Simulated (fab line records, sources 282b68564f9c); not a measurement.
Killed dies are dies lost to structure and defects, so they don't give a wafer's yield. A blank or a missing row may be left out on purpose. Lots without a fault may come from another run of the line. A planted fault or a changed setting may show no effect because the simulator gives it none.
Problem report in the 8D (eight disciplines) form, filled by code | flow rit_cmos | the parts of the form that need people (team, actions taken, sign-off) are left out

1. THE PROBLEM
SILICIDE_TI_RS at RIT_SILICIDE_RS_MEAS_02 reads a mean of 37.0 ohm/sq on 3 wafers of 2 lots; wafers without a fault read 48.2 ohm/sq with a standard deviation of 0.89. That is -13 standard deviations from the usual mean.
The step: measures by four-point-probe.
First seen on wafer L755.1, day 5 04:08, on film_metro-02. The record holds 42 wafers of 14 lots with a number at this step. Rule for "out", or "out of limits": more than 4 standard deviations from the usual mean. The other wafers with a number count as sound.

2. WHAT IT IS AND WHAT IT IS NOT
question                    | is                           | is not
which readings at this step | SILICIDE_TI_RS               | -
which lots                  | L755, L757                   | L745, L746, L747, L748, L749, L750, L751, L752, L762, L764, L766, L768
which wafers of those lots  | L755.1, L755.5, L757.2       | L755.6, L757.3, L757.4
read on which gauges        | film_metro-02, film_metro-04 | film_metro-01
when                        | from day 5 04:08             | up to then (25 sound wafers); but 14 sound wafers of L757, L762, L764, L766, L768 came after

3. SUSPECTS, AND WHAT RULES EACH OUT
Counting: a tool at a process step up to the reading stays a suspect if it ran every lot that is out. Sound lots after the first of them don't rule it out here, since some wafers of a struck lot are sound.
- the gauge at RIT_SILICIDE_RS_MEAS_02: ruled out. The wafers that are out were read on 2 gauges (film_metro-02, film_metro-04).
- pvd_sputter-01 at RIT_SILICIDE_SPUTTER_01 (material Ti, target thk 30 nm, time 240 s): kept. It ran every lot that is out, first L755 (day 5 03:58); its last sound lot up to then is L751 (day 4 07:58). Its own readings are out on those wafers: chamber_pressure_pa.
Left after counting: pvd_sputter-01 at RIT_SILICIDE_SPUTTER_01.

4. THE CAUSE (what the simulator had put in)
Process parameter drift: pvd_sputter-01, from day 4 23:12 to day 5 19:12, at RIT_SILICIDE_SPUTTER_01. Setting chamber_pressure_pa, moved by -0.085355, from 0.667. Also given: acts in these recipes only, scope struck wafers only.
Counting left only this tool.

5. THE CHAIN OF EFFECTS, in route order
Each row: a reading whose mean over the struck wafers that have a number lies more than 3 standard deviations from the usual. Only readings for which the record gives a usual standard deviation are gone through. hours: the time from each lot's start at the first step in this table that gives one to its start at this step, as a median over the lots. sigmas: the change in usual standard deviations.
hours | step                    | reading             | usual       | on struck wafers | change  | sigmas
0     | RIT_SILICIDE_SPUTTER_01 | chamber_pressure_pa | 0.6669 Pa   | 0.5826           | -0.0843 | -65
0     | RIT_SILICIDE_SPUTTER_01 | throttle_valve_pct  | 29.8 %      | 33.7             | +3.9    | +3.0
0     | RIT_SILICIDE_RS_MEAS_02 | SILICIDE_TI_RS      | 48.2 ohm/sq | 37.0             | -11.2   | -13
The process steps in it:
- RIT_SILICIDE_SPUTTER_01: material Ti, target thk 30 nm, time 240 s.

6. WHAT WOULD HAVE CAUGHT IT SOONER
In this record the first reading out of limits at a measuring or inspecting step was taken at day 5 04:08, 5 hours after the fault began at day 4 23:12.
The tool's own readings at RIT_SILICIDE_SPUTTER_01 were out on every struck wafer that the step has a row for (chamber_pressure_pa): an alarm limit on them would have fired on the first of those.
Of the lots that are out (2), L757 began RIT_SILICIDE_SPUTTER_01 on pvd_sputter-01 after day 5 04:08. A hold on the tool at that time would have spared it.
